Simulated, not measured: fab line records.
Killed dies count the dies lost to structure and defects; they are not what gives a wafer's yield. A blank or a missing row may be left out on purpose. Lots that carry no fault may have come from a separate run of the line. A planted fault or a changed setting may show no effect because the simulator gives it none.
fab line records ; flow berkeleyCmos170
record: lots: 14; wafers: 42; lastDay: 14
route steps=331 shown PLDD@151 PSD@183 M2@278 M3@326
lots with no fault: from the same line, run without faults
startH: hours from the record's opening day to when the first of the lot's shown wafers began ; waitH: hours from the lot's prior step to this one ; " identical to the entry in the row above ; L1.1+2: a single row standing in for several wafers ; - value missing, or start not given ; * or withheld: withheld ; < > ~ a bound
route shown NAME@n: NAME is a module with steps in the file, n the number in the route of the first one ; usual: mean/standard deviation of fault-free wafers ; same: alike in all rows ; chamber/n: place in a boat ; sites: readings site by site ; _std_site: standard deviation of those values ; _edge_site: inner sites' mean taken away from outer sites' mean ; radiusMm: for every site, how far away it sits from the centre of the wafer ; mask NAME#n: copy n ; behind: the tool/chamber that last shaped the wafer ; hold: cause of the lot's hold/its duration in hours/its outcome ; device: which transistor (n, p or np) failed to switch ; end of line: tests run on the same wafers once the route is complete ; where a step has no rows: the recipe by itself ; killed: the dies lost at the first sort to structure and to defects; this is not the yield of the wafer ; map: dies across one wafer; x = killed, . = not, _ = none there
set.NAME: setting as actually run; set.NAME@STEP: the setting as run at that earlier step ; model.NAME: the simulator's own value behind a step, which no gauge read
steps of the route over a sample of lots; a table a step, a row a wafer
services: when a tool's chamber went out of use (startH, in hours from the record's first day, below 0 if earlier), for how many hours, and the reason
== steps ==
step: UCB170_PLDD_CD_MEAS_06
recipe: targetCdNm: 1200
usual: cdNm: 1199.9/1.5
lot.wafer;tool;chamber;startH;waitH;cdNm
L800.3;cdSem-02;-;139.10;-;1201.0
L800.4;cdSem-02;-;139.10;-;1200.3
L800.5;cdSem-02;-;139.10;-;1201.2
L799.2;cdSem-02;-;139.32;-;1199.7
L799.4;cdSem-02;-;139.32;-;1199.3
L799.6;cdSem-02;-;139.32;-;1199.3
L802.1;cdSem-02;-;152.92;-;1197.0
L802.4;cdSem-02;-;152.92;-;1198.5
L802.5;cdSem-02;-;152.92;-;1199.0
L808.1;cdSem-02;-;167.03;-;1197.7
L808.2;cdSem-02;-;167.03;-;1198.0
L808.4;cdSem-02;-;167.03;-;1196.4
L807.2;cdSem-01;-;167.46;-;1199.5
L807.3;cdSem-01;-;167.46;-;1198.7
L807.6;cdSem-01;-;167.46;-;1198.2
L806.2;cdSem-01;-;171.93;-;1200.3
L806.3;cdSem-01;-;171.93;-;1199.6
L806.6;cdSem-01;-;171.93;-;1199.9
L805.2;cdSem-02;-;172.11;-;1198.8
L805.3;cdSem-02;-;172.11;-;1199.9
L805.4;cdSem-02;-;172.11;-;1200.6
L809.1;cdSem-01;-;176.71;-;1200.3
L809.4;cdSem-01;-;176.71;-;1200.7
L809.5;cdSem-01;-;176.71;-;1201.4
L816.1;cdSem-02;-;209.62;-;1202.1
L816.4;cdSem-02;-;209.62;-;1203.5
L816.5;cdSem-02;-;209.62;-;1201.4
L817.1;cdSem-02;-;212.52;-;1201.9
L817.3;cdSem-02;-;212.52;-;1200.7
L817.5;cdSem-02;-;212.52;-;1201.3
L815.1;cdSem-02;-;212.79;-;1202.3
L815.4;cdSem-02;-;212.79;-;1201.0
L815.6;cdSem-02;-;212.79;-;1200.2
L818.1;cdSem-01;-;226.43;-;1197.0
L818.3;cdSem-01;-;226.43;-;1198.0
L818.6;cdSem-01;-;226.43;-;1197.5
L820.1;cdSem-02;-;236.29;-;1198.6
L820.2;cdSem-02;-;236.29;-;1201.0
L820.5;cdSem-02;-;236.29;-;1199.9
L821.2;cdSem-01;-;247.82;-;1202.2
L821.5;cdSem-01;-;247.82;-;1202.9
L821.6;cdSem-01;-;247.82;-;1201.6
step: UCB170_PSD_IMPLANT_08
recipe: species: B; doseCm2: 3e+15; energyKev: 20; tiltDeg: 7
usual: beamEnergyKeV: 19.999/0.0063; doseIonsCm2: 3e+15/3.7e+12; endStationPressureTorr: 1.27e-05/6.2e-07; faradayCurrentUA: 9258/180
same: implantIonAmu: 11
lot.wafer;tool;chamber;startH;waitH;beamEnergyKeV;doseIonsCm2;endStationPressureTorr;faradayCurrentUA
L800.3;implanter-02;0;147.85;0.1;20.006;3.001e+15;1.37e-05;9711
L800.4;implanter-02;0;147.85;0.1;19.997;2.999e+15;1.33e-05;9476
L800.5;implanter-02;0;147.85;0.1;19.999;3.001e+15;1.17e-05;9166
L799.2;implanter-01;0;148.07;0.0;19.989;2.998e+15;1.23e-05;9207
L799.4;implanter-01;0;148.07;0.0;19.980;2.999e+15;1.18e-05;9190
L799.6;implanter-01;0;148.07;0.0;19.987;2.998e+15;1.23e-05;9155
L802.1;implanter-01;0;163.68;0.0;19.993;2.997e+15;1.19e-05;9173
L802.4;implanter-01;0;163.68;0.0;20.008;2.994e+15;1.21e-05;9220
L802.5;implanter-01;0;163.68;0.0;19.996;2.994e+15;1.24e-05;9246
L807.2;implanter-01;0;177.25;0.0;20.003;2.996e+15;1.25e-05;9024
L807.3;implanter-01;0;177.25;0.0;19.995;2.994e+15;1.29e-05;9372
L807.6;implanter-01;0;177.25;0.0;19.996;2.994e+15;1.28e-05;9508
L808.1;implanter-02;0;177.49;0.0;20.007;3.002e+15;1.31e-05;9204
L808.2;implanter-02;0;177.49;0.0;19.989;3.009e+15;1.31e-05;9176
L808.4;implanter-02;0;177.49;0.0;20.005;3.006e+15;1.29e-05;9167
L805.2;implanter-02;0;181.99;0.0;20.007;2.998e+15;1.26e-05;9600
L805.3;implanter-02;0;181.99;0.0;19.999;3.004e+15;1.24e-05;9420
L805.4;implanter-02;0;181.99;0.0;20.002;3.002e+15;1.39e-05;9674
L806.2;implanter-01;0;182.13;0.0;20.004;3.002e+15;1.28e-05;9037
L806.3;implanter-01;0;182.13;0.0;20.001;3.005e+15;1.4e-05;9412
L806.6;implanter-01;0;182.13;0.0;19.995;3.001e+15;1.25e-05;8934
L809.1;implanter-04;0;186.02;0.0;19.997;2.997e+15;1.28e-05;8994
L809.4;implanter-04;0;186.02;0.0;20.007;2.998e+15;1.2e-05;9059
L809.5;implanter-04;0;186.02;0.0;20.001;2.997e+15;1.25e-05;9541
L816.1;implanter-01;0;217.07;0.0;19.995;1.194e+15;7.4e-06;3653
L816.4;implanter-01;0;217.07;0.0;20.000;1.198e+15;8.9e-06;3739
L816.5;implanter-01;0;217.07;0.0;19.998;1.201e+15;8.2e-06;3781
L817.1;implanter-01;0;221.12;0.0;19.996;1.2e+15;8.2e-06;3809
L817.3;implanter-01;0;221.12;0.0;19.994;1.199e+15;8e-06;3678
L817.5;implanter-01;0;221.12;0.0;20.007;1.201e+15;7.8e-06;3739
L815.1;implanter-04;0;221.37;0.0;20.000;3e+15;1.38e-05;9162
L815.4;implanter-04;0;221.37;0.0;19.990;3.003e+15;1.31e-05;9499
L815.6;implanter-04;0;221.37;0.0;19.997;3.001e+15;1.29e-05;9416
L818.1;implanter-02;0;233.62;0.0;20.004;3.002e+15;1.21e-05;9322
L818.3;implanter-02;0;233.62;0.0;20.002;2.999e+15;1.27e-05;9221
L818.6;implanter-02;0;233.62;0.0;19.999;2.999e+15;1.24e-05;9162
L820.1;implanter-04;0;246.32;0.0;19.994;2.999e+15;1.26e-05;9603
L820.2;implanter-04;0;246.32;0.0;19.993;2.999e+15;1.29e-05;9323
L820.5;implanter-04;0;246.32;0.0;19.989;2.997e+15;1.2e-05;9734
L821.2;implanter-02;0;255.89;0.0;20.005;3e+15;1.31e-05;9228
L821.5;implanter-02;0;255.89;0.0;19.994;3e+15;1.29e-05;9166
L821.6;implanter-02;0;255.89;0.0;19.998;3.007e+15;1.24e-05;9382
step: UCB170_PSD_STRIP_09
recipe: chemistry: O2; powerW: 400; pressureMtorr: 3500; platenTempC: withheld; o2FlowSccm: 400; overashFraction: 0.5
usual: drypumpMotorCurrentA: 5.8/0.46; oesProductAu: 0.600/0.005; stripTimeToEndpointS: 29.39/0.066
lot.wafer;tool;chamber;startH;waitH;drypumpMotorCurrentA;oesProductAu;rfHoursCounterH;stripTimeToEndpointS
L800.3;plasmaAsher-03;0;147.98;0.1;6.3;0.589;-;29.40
L800.4;plasmaAsher-03;1;147.98;0.1;5.6;0.600;-;29.37
L800.5;plasmaAsher-03;0;147.98;0.1;6.3;0.601;-;29.37
L799.2;plasmaAsher-01;0;148.19;0.1;5.1;0.605;37;29.38
L799.4;plasmaAsher-01;1;148.19;0.1;5.8;0.593;-;29.31
L799.6;plasmaAsher-01;1;148.19;0.1;5.9;0.606;-;29.42
L802.1;plasmaAsher-03;1;163.83;0.1;5.6;0.599;4;29.43
L802.4;plasmaAsher-03;1;163.83;0.1;5.6;0.592;-;29.46
L802.5;plasmaAsher-03;1;163.83;0.1;5.6;0.598;-;29.44
L807.2;plasmaAsher-01;1;177.37;0.1;5.9;0.605;41;29.37
L807.3;plasmaAsher-01;1;177.37;0.1;5.9;0.604;-;29.37
L807.6;plasmaAsher-01;1;177.37;0.1;5.9;0.592;-;29.43
L808.1;plasmaAsher-01;1;177.64;0.1;5.9;0.602;41;29.32
L808.2;plasmaAsher-01;0;177.64;0.1;5.1;0.603;41;29.32
L808.4;plasmaAsher-01;1;177.64;0.1;5.9;0.600;-;29.34
L805.2;plasmaAsher-03;1;182.12;0.1;5.6;0.594;6;29.22
L805.3;plasmaAsher-03;0;182.12;0.1;6.3;0.610;-;29.30
L805.4;plasmaAsher-03;1;182.12;0.1;5.6;0.601;-;29.21
L806.2;plasmaAsher-01;1;182.26;0.1;5.9;0.608;41;29.37
L806.3;plasmaAsher-01;0;182.26;0.1;5.0;0.595;-;29.40
L806.6;plasmaAsher-01;0;182.26;0.1;5.1;0.604;-;29.42
L809.1;plasmaAsher-01;1;186.17;0.1;5.9;0.600;42;29.41
L809.4;plasmaAsher-01;0;186.17;0.1;5.1;0.606;-;29.29
L809.5;plasmaAsher-01;1;186.17;0.1;5.9;0.598;-;29.41
L816.1;plasmaAsher-04;0;217.22;0.1;6.4;0.742;49;21.49
L816.4;plasmaAsher-04;0;217.22;0.1;6.4;0.729;-;21.58
L816.5;plasmaAsher-04;1;217.22;0.1;6.0;0.737;-;21.52
L817.1;plasmaAsher-04;0;221.27;0.1;6.3;0.745;50;21.68
L817.3;plasmaAsher-04;1;221.27;0.1;6.0;0.731;-;21.65
L817.5;plasmaAsher-04;0;221.27;0.1;6.3;0.732;-;21.63
L815.1;plasmaAsher-03;0;221.52;0.1;6.3;0.598;11;29.36
L815.4;plasmaAsher-03;1;221.52;0.1;5.6;0.600;-;29.31
L815.6;plasmaAsher-03;1;221.52;0.1;5.6;0.603;-;29.36
L818.1;plasmaAsher-03;0;233.77;0.1;6.3;0.602;12;29.41
L818.3;plasmaAsher-03;0;233.77;0.1;6.3;0.606;-;29.47
L818.6;plasmaAsher-03;1;233.77;0.1;5.6;0.598;-;29.45
L820.1;plasmaAsher-04;0;246.47;0.1;6.4;0.594;53;29.29
L820.2;plasmaAsher-04;1;246.47;0.1;6.0;0.598;53;29.36
L820.5;plasmaAsher-04;0;246.47;0.1;6.4;0.597;-;29.36
L821.2;plasmaAsher-01;0;256.01;0.1;5.0;0.596;50;29.42
L821.5;plasmaAsher-01;0;256.01;0.1;5.0;0.602;-;29.38
L821.6;plasmaAsher-01;1;256.01;0.1;5.9;0.595;-;29.52
step: UCB170_PSD_TW_MEAS_10
usual: PSD_TW: 2346/24
lot.wafer;tool;chamber;startH;waitH;PSD_TW
L800.3;filmMetro-02;-;148.07;0.1;2351
L800.4;filmMetro-02;-;148.07;0.1;2345
L800.5;filmMetro-02;-;148.07;0.1;2331
L799.2;filmMetro-03;-;148.30;0.1;2297
L799.4;filmMetro-03;-;148.30;0.1;2307
L799.6;filmMetro-03;-;148.30;0.1;2314
L802.1;filmMetro-03;-;163.93;0.1;2317
L802.4;filmMetro-03;-;163.93;0.1;2313
L802.5;filmMetro-03;-;163.93;0.1;2316
L807.2;filmMetro-04;-;177.48;0.1;2391
L807.3;filmMetro-04;-;177.48;0.1;2386
L807.6;filmMetro-04;-;177.48;0.1;2373
L808.1;filmMetro-03;-;177.74;0.1;2322
L808.2;filmMetro-03;-;177.74;0.1;2328
L808.4;filmMetro-03;-;177.74;0.1;2311
L805.2;filmMetro-04;-;182.23;0.1;2388
L805.3;filmMetro-04;-;182.23;0.1;2371
L805.4;filmMetro-04;-;182.23;0.1;2372
L806.2;filmMetro-04;-;182.37;0.1;2376
L806.3;filmMetro-04;-;182.37;0.1;2384
L806.6;filmMetro-04;-;182.37;0.1;2396
L809.1;filmMetro-02;-;186.27;0.1;2346
L809.4;filmMetro-02;-;186.27;0.1;2344
L809.5;filmMetro-02;-;186.27;0.1;2348
L816.1;filmMetro-04;-;217.32;0.1;1796
L816.4;filmMetro-04;-;217.32;0.1;1776
L816.5;filmMetro-04;-;217.32;0.1;1774
L817.1;filmMetro-02;-;221.37;0.1;1757
L817.3;filmMetro-02;-;221.37;0.1;1751
L817.5;filmMetro-02;-;221.37;0.1;1756
L815.1;filmMetro-04;-;221.62;0.1;2357
L815.4;filmMetro-04;-;221.62;0.1;2354
L815.6;filmMetro-04;-;221.62;0.1;2365
L818.1;filmMetro-03;-;233.87;0.1;2333
L818.3;filmMetro-03;-;233.87;0.1;2330
L818.6;filmMetro-03;-;233.87;0.1;2340
L820.1;filmMetro-03;-;246.57;0.1;2312
L820.2;filmMetro-03;-;246.57;0.1;2315
L820.5;filmMetro-03;-;246.57;0.1;2303
L821.2;filmMetro-03;-;256.12;0.1;2319
L821.5;filmMetro-03;-;256.12;0.1;2318
L821.6;filmMetro-03;-;256.12;0.1;2321
step: UCB170_SDANNEAL_RS_MEAS_02
recipe: thkMeasGauge: four-point-probe
usual: PSD_RS: 75.41/0.26
lot.wafer;tool;chamber;startH;waitH;PSD_RS[ohm/sq]
L799.2;filmMetro-02;-;153.55;0.1;75.50
L799.4;filmMetro-02;-;153.55;0.1;75.67
L799.6;filmMetro-02;-;153.55;0.1;75.52
L800.3;filmMetro-03;-;154.11;0.1;74.70
L800.4;filmMetro-03;-;154.11;0.1;75.00
L800.5;filmMetro-03;-;154.11;0.1;74.93
L802.1;filmMetro-03;-;172.69;0.0;75.52
L802.4;filmMetro-03;-;172.69;0.0;75.24
L802.5;filmMetro-03;-;172.69;0.0;75.62
L807.2;filmMetro-02;-;181.96;0.1;75.19
L807.3;filmMetro-02;-;181.96;0.1;75.52
L807.6;filmMetro-02;-;181.96;0.1;75.39
L808.1;filmMetro-02;-;184.40;0.0;75.78
L808.2;filmMetro-02;-;184.40;0.0;75.75
L808.4;filmMetro-02;-;184.40;0.0;75.66
L806.2;filmMetro-04;-;185.76;0.1;75.49
L806.3;filmMetro-04;-;185.76;0.1;75.25
L806.6;filmMetro-04;-;185.76;0.1;75.51
L805.2;filmMetro-03;-;186.10;0.1;75.59
L805.3;filmMetro-03;-;186.10;0.1;75.46
L805.4;filmMetro-03;-;186.10;0.1;75.72
L809.1;filmMetro-04;-;189.52;0.0;75.33
L809.4;filmMetro-04;-;189.52;0.0;75.66
L809.5;filmMetro-04;-;189.52;0.0;75.32
L816.1;filmMetro-02;-;221.81;0.0;142.77
L816.4;filmMetro-02;-;221.81;0.0;145.06
L816.5;filmMetro-02;-;221.81;0.0;144.13
L817.1;filmMetro-03;-;224.25;0.0;145.82
L817.3;filmMetro-03;-;224.25;0.0;146.70
L817.5;filmMetro-03;-;224.25;0.0;145.86
L815.1;filmMetro-02;-;224.47;0.0;75.15
L815.4;filmMetro-02;-;224.47;0.0;75.55
L815.6;filmMetro-02;-;224.47;0.0;75.60
L818.1;filmMetro-04;-;237.74;0.0;75.27
L818.3;filmMetro-04;-;237.74;0.0;75.58
L818.6;filmMetro-04;-;237.74;0.0;75.23
L820.1;filmMetro-03;-;249.84;0.0;76.00
L820.2;filmMetro-03;-;249.84;0.0;76.06
L820.5;filmMetro-03;-;249.84;0.0;75.71
L821.2;filmMetro-02;-;260.82;0.1;75.52
L821.5;filmMetro-02;-;260.82;0.1;75.63
L821.6;filmMetro-02;-;260.82;0.1;75.62
step: UCB170_M2_STRIP_07
recipe: chemistry: O2; powerW: 400; pressureMtorr: 3500; platenTempC: withheld; o2FlowSccm: 400; overashFraction: 0.5
usual: drypumpMotorCurrentA: 5.7/0.49; oesProductAu: 0.735/0.0045; stripTimeToEndpointS: 21.97/0.07
lot.wafer;tool;chamber;startH;waitH;drypumpMotorCurrentA;oesProductAu;rfHoursCounterH;stripTimeToEndpointS
L799.2;plasmaAsher-02;1;173.61;0.1;6.0;0.730;46;21.85
L799.4;plasmaAsher-02;1;173.61;0.1;6.0;0.730;-;21.88
L799.6;plasmaAsher-02;0;173.61;0.1;5.1;0.734;-;21.81
L800.3;plasmaAsher-04;1;173.89;0.1;6.0;0.731;-;22.16
L800.4;plasmaAsher-04;0;173.89;0.1;6.4;0.740;-;22.09
L800.5;plasmaAsher-04;1;173.89;0.1;6.0;0.741;-;22.09
L802.1;plasmaAsher-04;1;194.82;0.1;6.1;0.738;47;21.98
L802.4;plasmaAsher-04;1;194.82;0.1;6.0;0.730;-;21.99
L802.5;plasmaAsher-04;0;194.82;0.1;6.4;0.736;-;21.89
L807.2;plasmaAsher-02;1;198.31;0.1;5.9;0.725;49;21.94
L807.3;plasmaAsher-02;1;198.31;0.1;6.0;0.739;-;21.88
L807.6;plasmaAsher-02;0;198.31;0.1;5.1;0.737;-;21.91
L808.1;plasmaAsher-01;1;198.55;0.1;5.9;0.731;43;21.92
L808.2;plasmaAsher-01;0;198.55;0.1;5.0;0.735;43;21.96
L808.4;plasmaAsher-01;0;198.55;0.1;5.1;0.733;-;21.93
L805.2;plasmaAsher-01;1;202.11;0.1;5.9;0.738;44;21.91
L805.3;plasmaAsher-01;0;202.11;0.1;5.1;0.732;-;22.00
L805.4;plasmaAsher-01;1;202.11;0.1;5.9;0.730;-;21.95
L806.2;plasmaAsher-02;1;202.43;0.1;5.9;0.730;50;21.95
L806.3;plasmaAsher-02;0;202.43;0.1;5.1;0.735;-;21.99
L806.6;plasmaAsher-02;0;202.43;0.1;5.1;0.736;-;21.88
L809.1;plasmaAsher-01;1;207.07;0.1;5.9;0.739;44;21.92
L809.4;plasmaAsher-01;1;207.07;0.1;5.9;0.740;-;21.90
L809.5;plasmaAsher-01;1;207.07;0.1;5.9;0.732;-;21.88
L816.1;plasmaAsher-01;1;239.85;0.1;5.8;0.733;48;21.94
L816.4;plasmaAsher-01;0;239.85;0.1;5.0;0.730;-;22.02
L816.5;plasmaAsher-01;0;239.85;0.1;5.1;0.738;-;21.93
L815.1;plasmaAsher-01;0;241.18;0.1;5.0;0.733;48;21.88
L815.4;plasmaAsher-01;1;241.18;0.1;5.9;0.735;-;21.84
L815.6;plasmaAsher-01;1;241.18;0.1;5.9;0.736;-;21.79
L817.1;plasmaAsher-04;1;241.42;0.1;6.0;0.732;52;22.01
L817.3;plasmaAsher-04;0;241.42;0.1;6.3;0.731;-;22.03
L817.5;plasmaAsher-04;1;241.42;0.1;6.0;0.733;-;22.00
L818.1;plasmaAsher-01;0;255.34;0.1;5.1;0.743;50;22.10
L818.3;plasmaAsher-01;1;255.34;0.1;5.9;0.736;-;22.10
L818.6;plasmaAsher-01;1;255.34;0.1;5.9;0.730;-;22.08
L820.1;plasmaAsher-02;1;266.60;0.1;5.9;0.739;57;22.01
L820.2;plasmaAsher-02;0;266.60;0.1;5.1;0.742;57;21.97
L820.5;plasmaAsher-02;1;266.60;0.1;5.9;0.737;-;22.00
L821.2;plasmaAsher-02;1;276.11;0.1;5.9;0.725;59;22.08
L821.5;plasmaAsher-02;1;276.11;0.1;5.9;0.731;-;22.04
L821.6;plasmaAsher-02;0;276.11;0.1;5.1;0.729;-;22.00
step: UCB170_M3_ETCH_17
recipe: chemistry: N2/H2; targetDepthA: withheld; overetchA: withheld; target: BARC; timeS: withheld; sourceW: 500; biasW: 100; pressureMtorr: 30; n2FlowSccm: 100; h2FlowSccm: 200
usual: drypumpMotorCurrentA: 5.4/0.52; oesProductAu: 0.991/0.027; throttleValvePct: 13.35/0.22
lot.wafer;tool;chamber;startH;waitH;drypumpMotorCurrentA;oesProductAu;throttleValvePct
L800.3;rieDiel-04;0;184.96;0.0;5.0;1.016;13.42
L800.4;rieDiel-04;2;184.96;0.0;6.3;0.968;13.15
L800.5;rieDiel-04;0;184.96;0.0;5.1;1.029;13.40
L799.2;rieDiel-01;2;185.24;0.0;6.2;0.970;13.51
L799.4;rieDiel-01;1;185.24;0.0;5.6;1.004;13.27
L799.6;rieDiel-01;0;185.24;0.0;5.5;1.010;13.80
L802.1;rieDiel-01;2;203.65;0.0;6.2;0.977;13.52
L802.4;rieDiel-01;3;203.65;0.0;4.8;0.966;13.05
L802.5;rieDiel-01;0;203.65;0.0;5.4;1.011;13.80
L807.2;rieDiel-01;1;207.77;0.0;5.6;1.010;13.22
L807.3;rieDiel-01;2;207.77;0.0;6.2;0.991;13.50
L807.6;rieDiel-01;3;207.77;0.0;4.8;0.977;13.02
L808.1;rieDiel-03;2;208.10;0.0;4.8;0.958;13.14
L808.2;rieDiel-03;0;208.10;0.0;5.1;0.958;13.39
L808.4;rieDiel-03;3;208.10;0.0;5.0;0.961;13.35
L805.2;rieDiel-03;3;212.67;0.0;5.0;0.949;13.36
L805.3;rieDiel-03;0;212.67;0.0;5.1;0.966;13.38
L805.4;rieDiel-03;1;212.67;0.0;4.7;1.036;13.32
L806.2;rieDiel-01;2;213.40;0.0;6.2;0.975;13.52
L806.3;rieDiel-01;3;213.40;0.0;4.8;0.969;13.05
L806.6;rieDiel-01;1;213.40;0.0;5.6;1.011;13.25
L809.1;rieDiel-01;3;217.79;0.0;4.8;0.983;13.04
L809.4;rieDiel-01;1;217.79;0.0;5.6;1.005;13.24
L809.5;rieDiel-01;3;217.79;0.0;4.8;0.967;13.03
L816.1;rieDiel-04;3;249.04;0.0;5.5;1.017;13.59
L816.4;rieDiel-04;2;249.04;0.0;6.3;0.961;13.15
L816.5;rieDiel-04;1;249.04;0.0;5.6;1.032;13.21
L815.1;rieDiel-03;3;265.23;0.0;5.0;0.976;13.35
L815.4;rieDiel-03;1;265.23;0.0;4.7;1.039;13.33
L815.6;rieDiel-03;1;265.23;0.0;4.7;1.046;13.33
L818.1;rieDiel-03;0;266.08;0.0;5.1;0.962;13.40
L818.3;rieDiel-03;1;266.08;0.0;4.7;1.039;13.35
L818.6;rieDiel-03;3;266.08;0.0;5.0;0.962;13.36
L820.1;rieDiel-01;3;273.55;0.0;4.8;0.962;13.04
L820.2;rieDiel-01;1;273.55;0.0;5.6;1.013;13.27
L820.5;rieDiel-01;0;273.55;0.0;5.4;1.008;13.79
L821.2;rieDiel-01;0;288.10;0.0;5.4;1.021;13.80
L821.5;rieDiel-01;2;288.10;0.0;6.2;0.980;13.52
L821.6;rieDiel-01;3;288.10;0.0;4.8;0.972;13.01
L817.1;rieDiel-01;3;328.01;0.0;4.8;0.949;13.03
L817.3;rieDiel-01;0;328.01;0.0;5.4;1.026;13.75
L817.5;rieDiel-01;1;328.01;0.0;5.6;0.999;13.25
== services ==
tool;chamber;startH;hours;kind
rieDiel-03;0;123.94;2.3;repair
rieDiel-04;1;137.11;4.8;repair
plasmaAsher-02;-;141.93;2.8;pm
rieDiel-04;-;145.61;0.8;repair
plasmaAsher-04;-;147.15;2.6;repair
rieDiel-04;2;149.16;10.8;repair
implanter-02;-;149.55;4.5;pm
rieDiel-03;1;157.92;4.5;repair
rieDiel-04;-;169.41;0.5;repair
rieDiel-01;3;175.37;2.2;repair
implanter-02;-;183.54;3.2;pm
implanter-04;-;191.31;2.2;repair
rieDiel-04;1;200.16;6.3;repair
rieDiel-01;0;214.27;6.6;repair
plasmaAsher-01;-;229.93;2.0;repair
implanter-04;-;230.96;4.7;repair
plasmaAsher-01;-;257.97;0.5;repair
plasmaAsher-03;-;264.71;14.6;pm
rieDiel-03;2;266.71;4.0;repair
plasmaAsher-04;-;267.74;2.8;pm
plasmaAsher-01;-;287.31;0.9;repair
implanter-04;-;293.21;4.5;repair
plasmaAsher-04;-;299.25;8.3;repair
rieDiel-04;2;311.72;9.2;repair
== key ==
firstSign: step: UCB170_PSD_IMPLANT_08; reading: doseIonsCm2; direction: down; sigmas: 99+; usual: 3e+15; struck: 1.199e+15
effect: step: UCB170_PSD_IMPLANT_08; reading: faradayCurrentUA; direction: down; sigmas: 31; usual: 9258; struck: 3733
effect: step: UCB170_PSD_STRIP_09; reading: stripTimeToEndpointS; direction: down; sigmas: 99+; usual: *; struck: *
effect: step: UCB170_PSD_TW_MEAS_10; reading: PSD_TW; direction: down; sigmas: 24; usual: 2346; struck: 1768
effect: step: UCB170_SDANNEAL_RS_MEAS_02; reading: PSD_RS; direction: up; sigmas: 99+; usual: 75.41; struck: 145.06
metAt UCB170_PSD_IMPLANT_08
struckLots L816,L817
testerLeftOut L816,L817
notActingAt UCB170_PLDD_CD_MEAS_06,UCB170_M2_STRIP_07,UCB170_M3_ETCH_17
onsetBetween 182.13 217.07
fault: kind: processParameterDrift; tool: implanter-01; chamber: -; onsetH: 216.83; steps: UCB170_PSD_IMPLANT_08; channel: doseCm2; offset: -1.8e+15; shape: step; endH: 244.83; actsIn: theseRecipesOnly; stated: 3e+15
testerLeftOut: of these lots the tester's yield and bins aren't shown, on N5 and GAA mostly nor the transistor test; their killed dies are dies lost to structure and defects alone, not to doping, threshold or leakage, so they don't give the yield
